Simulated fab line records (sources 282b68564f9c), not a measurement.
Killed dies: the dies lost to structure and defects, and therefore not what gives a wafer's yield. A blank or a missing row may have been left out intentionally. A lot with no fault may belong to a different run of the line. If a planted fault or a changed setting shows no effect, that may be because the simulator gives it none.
Which of the tools did it? -- flow ritCmos -- Sampling: 15 lots, 45 wafers, 5 of 202 route steps

## WHAT EACH GAUGE READ, for each wafer
RIT_NWELL_OVL_MEAS_06. Usual: NWELL_OVL gives -0.5 nm (standard deviation 1.5).
lot,measured,on,NWELL_OVL (nm),flag
L503,day 2 07:48,overlay-02,-3.2 -3.9 -3.5,
L506,day 2 21:25,overlay-02,-0.7 -1.1 -1.7,
L508,day 3 07:08,overlay-02,-2.1 0.5 -1.1,
L509,day 3 13:08,overlay-02,1.4 1.1 -0.1,
L510,day 3 18:16,overlay-02,2.4 1.2 1.2,
L512,day 4 03:20,overlay-02,-1.8 -0.4 -2.1,
L513,day 4 08:16,overlay-02,1.2 0.0 1.2,
L514,day 4 13:29,overlay-01,0.9 -1.4 -0.5,
L515,day 4 20:20,overlay-01,-1.4 -2.3 -2.9,
L516,day 4 23:52,overlay-01,-0.3 -1.7 -0.7,
L517,day 5 05:11,overlay-01,-2.3 -1.6 -0.1,
L518,day 5 09:08,overlay-02,-0.7 -1.0 0.3,
L519,day 5 15:50,overlay-02,0.1 -1.2 0.1,
L522,day 6 05:20,overlay-02,0.5 1.5 -0.1,
L524,day 6 15:16,overlay-01,2.1 2.3 2.5,

RIT_GATE_OVL_MEAS_17. Usual: GATE_OVL gives 0.2 nm (standard deviation 1.6).
lot,measured,on,GATE_OVL (nm),flag
L503,day 2 23:10,overlay-01,1.4 0.7 1.7,
L506,day 3 16:06,overlay-02,1.7 2.4 0.2,
L508,day 3 23:13,overlay-01,2.2 2.5 1.9,
L509,day 4 04:35,overlay-02,-0.2 0.6 -0.5,
L510,day 4 10:35,overlay-02,1.5 2.1 0.6,
L512,day 4 19:22,overlay-01,0.6 0.7 -0.8,
L513,day 5 00:10,overlay-02,-0.5 -1.0 -1.1,
L514,day 5 05:14,overlay-02,-1.3 -2.0 -0.9,
L515,day 5 12:02,overlay-02,0.4 1.3 1.7,
L516,day 5 16:51,overlay-02,-1.9 -2.5 -1.9,
L517,day 5 20:38,overlay-01,-1.6 -1.1 0.1,
L518,day 6 01:37,overlay-02,0.5 -1.4 -2.0,
L519,day 6 08:13,overlay-02,2.1 2.2 1.5,
L522,day 6 21:13,overlay-02,-0.1 -1.2 -0.7,
L524,day 7 07:29,overlay-02,1.8 2.7 4.3,

RIT_SDANNEAL_RS_MEAS_05: a four-point-probe measurement. Usual: NSD_RS gives 84.63 ohm/sq (standard deviation 0.29).
lot,measured,on,NSD_RS (ohm/sq),flag
L503,day 3 12:33,filmMetro-04,84.80 84.77 84.97,
L506,day 4 04:44,filmMetro-01,84.91 84.96 84.89,
L508,day 4 12:20,filmMetro-01,84.86 85.00 84.76,
L509,day 4 18:07,filmMetro-03,84.49 84.30 84.43,
L510,day 5 00:41,filmMetro-04,84.50 84.63 84.43,
L512,day 5 08:25,filmMetro-03,84.35 84.37 84.35,
L513,day 5 13:31,filmMetro-03,81.93 81.67 81.92,OFF
L514,day 5 19:04,filmMetro-04,84.50 84.43 84.60,
L515,day 6 01:41,filmMetro-01,82.31 82.12 82.17,OFF
L516,day 6 05:32,filmMetro-04,81.56 81.68 81.92,OFF
L517,day 6 09:18,filmMetro-04,84.40 84.48 84.23,
L518,day 6 16:58,filmMetro-03,84.86 84.86 84.79,
L519,day 6 21:04,filmMetro-03,84.45 84.12 84.40,
L522,day 7 10:02,filmMetro-01,84.78 84.70 84.51,
L524,day 7 20:01,filmMetro-03,84.85 84.89 84.70,

RIT_SDANNEAL_RS_MEAS_07: a four-point-probe measurement. Usual: NLDD_RS gives 151.8 ohm/sq (standard deviation 0.51).
lot,measured,on,NLDD_RS (ohm/sq),flag
L503,day 3 12:47,filmMetro-04,151.3 151.4 151.4,
L506,day 4 04:58,filmMetro-01,152.0 152.2 152.0,
L508,day 4 12:35,filmMetro-01,152.2 152.4 152.4,
L509,day 4 18:21,filmMetro-03,151.8 150.7 151.2,
L510,day 5 00:55,filmMetro-04,152.1 151.9 151.6,
L512,day 5 08:40,filmMetro-03,151.5 151.5 151.2,
L513,day 5 13:45,filmMetro-03,151.4 151.6 151.8,
L514,day 5 19:18,filmMetro-04,151.4 151.2 150.9,
L515,day 6 01:55,filmMetro-01,151.8 151.4 151.7,
L516,day 6 05:46,filmMetro-04,152.0 152.7 152.1,
L517,day 6 09:32,filmMetro-04,151.3 151.0 151.4,
L518,day 6 17:12,filmMetro-03,151.2 151.0 151.0,
L519,day 6 21:18,filmMetro-03,152.2 152.8 152.4,
L522,day 7 10:17,filmMetro-01,151.8 152.7 152.7,
L524,day 7 20:16,filmMetro-03,151.3 152.0 151.6,

## WHICH TOOL RAN EACH LOT (tool, then ch and the chambers of the sampled wafers, then the start)
lot,RIT_NSD_IMPLANT_08
L503,"implanter-04 ch 0, day 3 10:04"
L506,"implanter-04 ch 0, day 4 02:12"
L508,"implanter-04 ch 0, day 4 09:50"
L509,"implanter-03 ch 0, day 4 15:38"
L510,"implanter-04 ch 0, day 4 21:59"
L512,"implanter-02 ch 0, day 5 05:55"
L513,"implanter-04 ch 0, day 5 11:08"
L514,"implanter-02 ch 0, day 5 16:41"
L515,"implanter-04 ch 0, day 5 23:07"
L516,"implanter-04 ch 0, day 6 03:07"
L517,"implanter-03 ch 0, day 6 06:48"
L518,"implanter-03 ch 0, day 6 14:32"
L519,"implanter-02 ch 0, day 6 18:29"
L522,"implanter-03 ch 0, day 7 07:32"
L524,"implanter-03 ch 0, day 7 17:39"
- RIT_NSD_IMPLANT_08

## WHAT THE TOOLS THEMSELVES READ (means of the sampled wafers that have a number; where no wafer has one, the mark that the record gives instead)
RIT_NSD_IMPLANT_08. Usual: doseIonsCm2 1.0001e+15, standard deviation 1e+12; faradayCurrentUA 3130, standard deviation 63.
lot,tool,doseIonsCm2,faradayCurrentUA,flag
L503,implanter-04,1.0009e+15,3063,
L506,implanter-04,9.9937e+14,3147,
L508,implanter-04,1.0010e+15,3140,
L509,implanter-03,1.0012e+15,3185,
L510,implanter-04,9.9997e+14,3165,
L512,implanter-02,9.9997e+14,3130,
L513,implanter-04,1.0438e+15,3325,OFF
L514,implanter-02,9.9970e+14,3067,
L515,implanter-04,1.0435e+15,3264,OFF
L516,implanter-04,1.0437e+15,3208,OFF
L517,implanter-03,9.9957e+14,3134,
L518,implanter-03,1.0009e+15,3145,
L519,implanter-02,1.0000e+15,3116,
L522,implanter-03,9.9883e+14,3170,
L524,implanter-03,9.9887e+14,3104,

## THE ANSWER, worked out from the rows above alone
Rule: take the mean of a lot's wafers that have a number; if it is more than 3 standard deviations from the usual mean, the lot is off. A lot without any number at a reading at which 4 lots or more have one is off too. Where the step has rows for the other lots, those lots are counted as sound. The gauges are gone through in route order, then the tools' own readings, and for those a lot's mean is taken as printed above. At the first step where some lot is off, the reading lying furthest off is the one used; lots without a number count as furthest.
Off: L513, L515, L516, seen at RIT_SDANNEAL_RS_MEAS_05 (NSD_RS).
If a tool, at a process step before that reading, ran all the lots that are off and no sound lot after the first of them, it fits. The gauges at RIT_SDANNEAL_RS_MEAS_05 aren't tried: what is off there is off at RIT_NSD_IMPLANT_08 too, on other tools, and a gauge's error can't cause that. One fits: implanter-04 at RIT_NSD_IMPLANT_08. Its last sound lot is L510 (day 4 21:59), its first lot that is off L513 (day 5 11:08): a fault that began between those two fits.
On the lots that are off, the tool's own readings at RIT_NSD_IMPLANT_08 differ by more than 5 times the standard deviation of the sound lots' means, which bears it out; doseIonsCm2 reads 1.0437e+15 there versus 1.0000e+15 on the sound lots.

## WHAT THE SIMULATOR HAD PUT IN
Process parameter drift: implanter-04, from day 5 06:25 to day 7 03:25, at RIT_NSD_IMPLANT_08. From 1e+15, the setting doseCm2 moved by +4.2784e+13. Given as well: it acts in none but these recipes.
Struck lots among those shown: L513, L515, L516. The rule above reached the same finding.
